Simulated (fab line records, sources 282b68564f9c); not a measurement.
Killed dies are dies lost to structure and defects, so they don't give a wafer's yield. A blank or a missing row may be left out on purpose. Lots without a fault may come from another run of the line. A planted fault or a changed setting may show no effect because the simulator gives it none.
Which tool did it? | flow rit_cmos | 13 lots, 39 wafers sampled, at 4 steps of a route of 202

WHAT THE GAUGES READ, wafer by wafer
RIT_PRETRO_OVL_MEAS_06.
lot  | measured    | on         | PRETRO_OVL (nm)
L450 | day 2 07:23 | overlay-01 | -0.3 1.5 1.7
L451 | day 2 11:21 | overlay-02 | 1.5 0.1 1.0
L452 | day 2 18:32 | overlay-02 | 0.2 1.2 2.6
L453 | day 2 23:46 | overlay-01 | 2.4 1.3 3.1
L454 | day 3 04:12 | overlay-02 | 2.4 1.9 1.8
L457 | day 3 18:33 | overlay-01 | 1.6 1.7 1.1
L461 | day 4 13:45 | overlay-02 | 3.4 1.2 3.8
L463 | day 5 02:49 | overlay-01 | 1.6 1.1 1.3
L465 | day 5 10:34 | overlay-01 | 1.9 0.9 2.0
L468 | day 6 01:14 | overlay-01 | -1.1 -0.6 -0.1
L470 | day 6 10:28 | overlay-02 | 0.8 -0.6 1.1
L472 | day 6 20:34 | overlay-02 | 2.1 1.7 1.2
L473 | day 7 02:51 | overlay-01 | 1.0 0.9 0.3

RIT_CONTACT_CD_MEAS_08: target cd 1000 nm.
lot  | measured    | on        | cd_nm (nm)
L450 | day 3 03:40 | cd_sem-01 | 994.1 992.0 993.8
L451 | day 3 09:37 | cd_sem-01 | 999.5 997.9 997.9
L452 | day 3 15:04 | cd_sem-02 | 999.2 1000.0 1001.1
L453 | day 3 19:58 | cd_sem-02 | 996.8 995.2 998.2
L454 | day 4 00:22 | cd_sem-01 | 1001.7 1000.1 1001.0
L457 | day 4 16:16 | cd_sem-02 | 1002.3 1000.3 999.5
L461 | day 5 12:33 | cd_sem-01 | 996.8 997.4 997.6
L463 | day 6 04:34 | cd_sem-01 | 999.0 1001.3 1001.1
L465 | day 6 07:28 | cd_sem-02 | 1005.2 1004.4 1004.2
L468 | day 6 21:37 | cd_sem-01 | 998.6 998.1 998.4
L470 | day 7 07:05 | cd_sem-02 | 999.7 1001.0 998.8
L472 | day 7 17:35 | cd_sem-02 | 1000.1 1000.8 1001.0
L473 | day 7 23:34 | cd_sem-02 | 1000.0 999.8 1000.0

RIT_CONTACT_OVL_MEAS_09.
lot  | measured    | on         | CONTACT_OVL (nm)
L450 | day 3 03:45 | overlay-02 | 1.1 1.1 0.9
L451 | day 3 09:44 | overlay-02 | -3.0 -2.1 -2.5
L452 | day 3 15:11 | overlay-01 | -0.3 -0.2 -0.3
L453 | day 3 20:05 | overlay-01 | 0.1 -0.8 -2.6
L454 | day 4 00:29 | overlay-01 | -6.0 -4.7 -4.7
L457 | day 4 16:23 | overlay-01 | 0.0 0.2 -0.6
L461 | day 5 12:40 | overlay-02 | 0.7 0.7 0.7
L463 | day 6 04:40 | overlay-02 | -0.1 0.0 0.5
L465 | day 6 07:35 | overlay-02 | -2.2 -0.7 -0.8
L468 | day 6 21:43 | overlay-02 | 0.3 -2.9 -1.4
L470 | day 7 07:12 | overlay-01 | -1.2 -2.3 -1.6
L472 | day 7 17:42 | overlay-01 | 1.3 -0.3 -0.1
L473 | day 7 23:39 | overlay-02 | -1.4 -0.7 0.5

WHICH TOOL RAN EACH LOT (tool, then ch and the chambers of the sampled wafers, then the start)
lot  | RIT_PSD_COAT_01
L450 | litho_track-04 ch 0, day 2 23:44
L451 | litho_track-01 ch 0, day 3 05:47
L452 | litho_track-04 ch 0, day 3 11:01
L453 | litho_track-04 ch 0, day 3 15:47
L454 | litho_track-03 ch 0, day 3 20:28
L457 | litho_track-01 ch 0, day 4 12:12
L461 | litho_track-03 ch 0, day 5 08:25
L463 | litho_track-03 ch 0, day 6 00:27
L465 | litho_track-04 ch 0, day 6 03:19
L468 | litho_track-01 ch 0, day 6 17:49
L470 | litho_track-01 ch 0, day 7 03:10
L472 | litho_track-01 ch 0, day 7 13:04
L473 | litho_track-04 ch 0, day 7 19:11
- RIT_PSD_COAT_01: resist thk 1000 nm.

WHAT THE TOOLS THEMSELVES READ (means of the sampled wafers that have a number; where no wafer has one, the mark that the record gives instead)
RIT_PSD_COAT_01.
lot  | tool           | exhaust_pa (Pa) | spin_speed_rpm (rpm)
L450 | litho_track-04 | 44.5            | 3248.9
L451 | litho_track-01 | 44.0            | 3247.8
L452 | litho_track-04 | 45.5            | 3252.0
L453 | litho_track-04 | 45.6            | 3248.9
L454 | litho_track-03 | 44.6            | 3249.6
L457 | litho_track-01 | 44.1            | 3249.3
L461 | litho_track-03 | 45.8            | 3739.2
L463 | litho_track-03 | 44.3            | 3738.7
L465 | litho_track-04 | 44.5            | 3249.6
L468 | litho_track-01 | 43.5            | 3251.6
L470 | litho_track-01 | 44.4            | 3248.3
L472 | litho_track-01 | 42.9            | 3251.7
L473 | litho_track-04 | 45.6            | 3249.3

THE ANSWER, worked out from the rows above alone
Rule: what is usual is taken from the lots themselves. Put in order of their means at a reading, lots are off if they are a third of the lots or fewer, leave a main group of 4 or more, and stand apart from it by a gap of 3 or more times the standard deviation of the main group's means; of several such gaps the widest counts. A main group whose means are all the same, to the digits that the tables above print for the reading, isn't used. A lot without any number at a reading at which 4 lots or more have one is off too. The other lots that the step has rows for count as sound. The gauges are gone through in route order, then the tools' own readings, and for those a lot's mean is taken as printed above. The first step at which some lot is off is used, and at that step the reading that is off furthest; a lot without a number counts as furthest.
Off: L461, L463, at RIT_PSD_COAT_01 (spin_speed_rpm). The main group: mean 3249.7 rpm, standard deviation 1.4.
A tool fits if, at that step or a process step before it, it ran every lot that is off, and no sound lot after the first of them. One fits: litho_track-03 at RIT_PSD_COAT_01. Its last sound lot is L454 (day 3 20:28), its first lot that is off L461 (day 5 08:25): a fault that began between those two fits.
The tool's own readings at RIT_PSD_COAT_01 bear it out: on the lots that are off they differ by more than 5 times the standard deviation of the sound lots' means. spin_speed_rpm reads 3738.9 rpm there against 3249.7 rpm on the sound lots.

WHAT THE SIMULATOR HAD PUT IN
Process parameter drift: litho_track-03, from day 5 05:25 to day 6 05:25, at RIT_PSD_COAT_01. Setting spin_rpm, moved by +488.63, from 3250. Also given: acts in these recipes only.
Lots struck among those shown: L461, L463. The rule above found the same.
